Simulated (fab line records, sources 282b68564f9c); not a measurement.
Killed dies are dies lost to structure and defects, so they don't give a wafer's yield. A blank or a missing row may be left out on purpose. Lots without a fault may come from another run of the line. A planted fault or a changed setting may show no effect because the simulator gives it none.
One fault seen from 2 desks | flow rit_cmos | each desk has only its own numbers; what lay behind them comes last

THE TOOL OWNER'S DESK: litho_track-03
The tool's own readings at RIT_NSD_SOFTBAKE_02 (time 60 s): means of the sampled wafers that have a number, for each lot that ran on this tool. A lot is out of limits, marked OUT, if its mean lies more than 4 standard deviations from the usual mean; the brackets give that distance.
Columns: A = heater_power_total_W at RIT_NSD_SOFTBAKE_02, usual 34.57 W; B = plate_temp_C at RIT_NSD_SOFTBAKE_02, usual 90.01 C
lot  | first seen here | A               | B
L327 | day 2 22:32     | 34.57           | 90.18
L333 | day 4 04:34     | 33.34 (-23) OUT | 87.71 (-18) OUT
L334 | day 4 09:05     | 33.31 (-24) OUT | 87.71 (-18) OUT
This desk's finding: out of limits on L333, L334; first on L333, day 4 04:34 (heater_power_total_W at RIT_NSD_SOFTBAKE_02). In limits: L327.

THE METROLOGY DESK
What the gauges read, lot by lot, whatever tool the lot ran on: means of the sampled wafers that have a number. A lot is out of limits, marked OUT, if its mean lies more than 4 standard deviations from the usual mean; the brackets give that distance.
Columns: A = PLDD_TW at RIT_PLDD_TW_MEAS_10, usual 2345; B = SPACER_NITRIDE_THK at RIT_SPACER_THK_MEAS_04, usual 251.3 nm; C = NSD_OVL at RIT_NSD_OVL_MEAS_06, usual 0.0 nm
lot  | first seen here | A    | B     | C
L327 | day 2 19:40     | 2358 | 250.3 | -1.8
L333 | day 4 01:41     | 2371 | 252.5 | 2.8
L334 | day 4 06:11     | 2367 | 251.0 | 0.8
L338 | day 5 01:38     | 2361 | 249.9 | -0.9
L341 | day 5 17:44     | 2378 | 252.5 | -1.0
L342 | day 5 21:40     | 2314 | 249.1 | 0.4
This desk's finding: nothing out of limits on any of the 6 lots.

PUT TOGETHER
The tool owner's desk could have raised an alarm at day 4 04:34, on L333, L334.
The metrology desk saw nothing out of limits.
The metrology desk has L333, L334 on record, within its limits.
Of the lots named, all ran RIT_NSD_SOFTBAKE_02 on litho_track-03.

WHAT THE SIMULATOR HAD PUT IN
Process parameter drift: litho_track-03, from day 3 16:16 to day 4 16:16, at RIT_NSD_SOFTBAKE_02. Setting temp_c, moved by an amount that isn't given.
Lots struck among those shown: L333, L334.
Hours from the fault's start to each desk's first reading out of limits: the tool owner's desk, 12.
